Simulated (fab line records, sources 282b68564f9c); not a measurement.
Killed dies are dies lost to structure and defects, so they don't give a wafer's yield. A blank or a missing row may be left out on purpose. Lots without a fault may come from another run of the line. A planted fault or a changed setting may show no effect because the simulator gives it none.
A struck lot beside a sound one | flow rit_cmos | 30 steps out of a route of 202
Sound: wafers L909.2, L909.3, L909.4. Struck: wafers L929.3, L929.5, L929.6. The cause comes at the end.
At each step with rows: each side's tool, then ch and its chambers, then its first start. Under that, the readings that differ: sound wafers | struck wafers | difference of the means | sigmas: that difference in standard deviations of wafers without a fault.
alike: readings whose means differ by less than 2 such deviations, and words and numbers that are the same on both sides. not compared: withheld readings, readings that some wafer has no value for, bounds like >300 that may hide the same value, and numbers for which the record gives no deviation and whose values overlap.
The two part at a step that has a row with sigmas, a row that says differs or no value, or rows on one side only. Numbers that don't overlap but have no deviation are shown without sigmas and don't part them. A reading that every wafer of one side lacks parts them only if that side has two wafers or more.

RIT_FOX2_THK_MEAS_01:
  sound on film_metro-02, day 1 20:06; struck on film_metro-04, day 5 23:40
  alike: FOX2_OXIDE_THK
then, 2 steps without rows for these wafers: RIT_FOX2_CLEAN_02 (cleans in dHF, time 180 s); RIT_FOX2_WET_ETCH_03 (etches Si3N4 in H3PO4, target depth 195 nm, time 2700 s).
RIT_FOX2_THK_MEAS_90:
  sound on film_metro-03, day 1 21:04; struck on film_metro-02, day 6 00:32
  alike: FIELD_OXIDE_LEFT_1_THK
then, 6 steps without rows for these wafers: RIT_NWELL_HMDS_00 (prime time 60 s); RIT_NWELL_COAT_01 (resist thk 1300 nm); RIT_NWELL_SOFTBAKE_02 (time 60 s); RIT_NWELL_EXPOSE_03 (exposes mask M2, target cd 43900 nm); RIT_NWELL_PEB_04; RIT_NWELL_DEVELOP_05 (develop time 68 s).
RIT_NWELL_OVL_MEAS_06:
  sound on overlay-01, day 1 22:07; struck on overlay-01, day 6 01:36
  alike: NWELL_OVL
then, 1 step without rows for these wafers: RIT_NWELL_HARDBAKE_07 (time 120 s).
RIT_NWELL_IMPLANT_08:
  sound on implanter-04 ch 0, day 1 22:26; struck on implanter-04 ch 0, day 6 01:55
  reading            | sound                         | struck                        | difference | sigmas
  dose_ions_cm2      | 5.008e+13 4.997e+13 5.004e+13 | 3.728e+13 3.723e+13 3.727e+13 | -1.277e+13 | -99 or more
  faraday_current_uA | 160 157 162                   | 120 117 119                   | -41        | -13
RIT_NWELL_STRIP_09: strips in O2, time 180 s.
  sound on plasma_asher-02 ch 0,1, day 1 22:33; struck on plasma_asher-01 ch 0,1, day 6 02:05
  alike: drypump_motor_current_A, o2_flow_sccm, rf_refl_power_W
  not compared: rf_hours_counter_h
RIT_NWELL_TW_MEAS_10:
  sound on film_metro-04, day 1 22:44; struck on film_metro-04, day 6 02:13
  reading  | sound          | struck         | difference | sigmas
  NWELL_TW | 2139 2145 2132 | 1951 1951 1952 | -187       | -9
then, 6 steps without rows for these wafers: RIT_PWELL_HMDS_00 (prime time 60 s); RIT_PWELL_COAT_01 (resist thk 1300 nm); RIT_PWELL_SOFTBAKE_02 (time 60 s); RIT_PWELL_EXPOSE_03 (exposes mask M3, target cd 43700 nm); RIT_PWELL_PEB_04; RIT_PWELL_DEVELOP_05 (develop time 68 s).
RIT_PWELL_OVL_MEAS_06:
  sound on overlay-01, day 1 23:50; struck on overlay-01, day 6 03:16
  alike: PWELL_OVL
then, 2 steps without rows for these wafers: RIT_PWELL_HARDBAKE_07 (time 120 s); RIT_PWELL_IMPLANT_08.
RIT_PWELL_STRIP_09: strips in O2, time 180 s.
  sound on plasma_asher-03 ch 0,1, day 2 00:16; struck on plasma_asher-04 ch 0,1, day 6 03:46
  alike: drypump_motor_current_A, o2_flow_sccm, rf_refl_power_W
  not compared: rf_hours_counter_h
RIT_PWELL_TW_MEAS_10:
  sound on film_metro-01, day 2 00:27; struck on film_metro-04, day 6 03:53
  alike: PWELL_TW
then, 1 step without rows for these wafers: RIT_WELLDRIVE_ANNEAL_00 (time 14700 s).
RIT_WELLDRIVE_RS_MEAS_01: measures by four-point-probe.
  sound on film_metro-02, day 2 05:36; struck on film_metro-02, day 6 09:04
  reading           | sound             | struck            | difference | sigmas
  NWELL_RS (ohm/sq) | 275.2 275.5 276.6 | 329.1 329.5 330.2 | +53.8      | +74
RIT_WELLDRIVE_RS_MEAS_02: measures by four-point-probe.
  sound on film_metro-02, day 2 05:43; struck on film_metro-02, day 6 09:11
  alike: PWELL_RS
RIT_M1_PROBE_99:
  sound on prober-01, day 3 15:34; struck on prober-02, day 7 15:01
  reading                                 | sound                | struck               | difference | sigmas
  model.etest.pmos_0p3.r_on_ohm_um        | 5974 5980 5910       | 6218 6247 6287       | +296       |
  model.etest.nwell_pinched.rs_ohm_sq     | 339.2 337.6 342.6    | 405.9 405.4 410.2    | +67.4      |
  model.etest.well_edge_left.line_ohm_um  | 181.3 185 183.5      | 223.8 225.9 223.7    | +41.2      |
  model.etest.well_edge_right.line_ohm_um | 181.7 181.7 183.8    | 223.9 223.2 225.9    | +41.9      |
  model.etest.pmos_0p3.drive_ua_um        | 108.2 108.8 108.8    | 103.4 104.3 103      | -5.0       |
  model.etest.field_p_metal.vt_v (V)      | -29.32 -28.99 -28.77 | -26.43 -26.79 -26.48 | +2.46      |
  model.etest.field_p.vt_v (V)            | -12.75 -12.81 -12.76 | -11.48 -11.42 -11.4  | +1.34      |
  model.etest.iso_nwell_nwell.bv_v (V)    | 21.98 22.06 22.3     | 23.15 23.28 22.79    | +0.96      |
  alike: killed_at_contacts, killed_at_front_end, killed_dies, killed_open, killed_short

WHERE THEY PART
First at RIT_NWELL_IMPLANT_08; last, within this record, at RIT_WELLDRIVE_RS_MEAS_01. Later steps at which nothing parts them and some readings are alike: RIT_WELLDRIVE_RS_MEAS_02, RIT_M1_PROBE_99.

WHY: what the simulator had put in
Process parameter drift: implanter-04, from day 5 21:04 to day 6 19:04, at RIT_NWELL_IMPLANT_08. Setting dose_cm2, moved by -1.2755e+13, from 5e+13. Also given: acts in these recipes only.
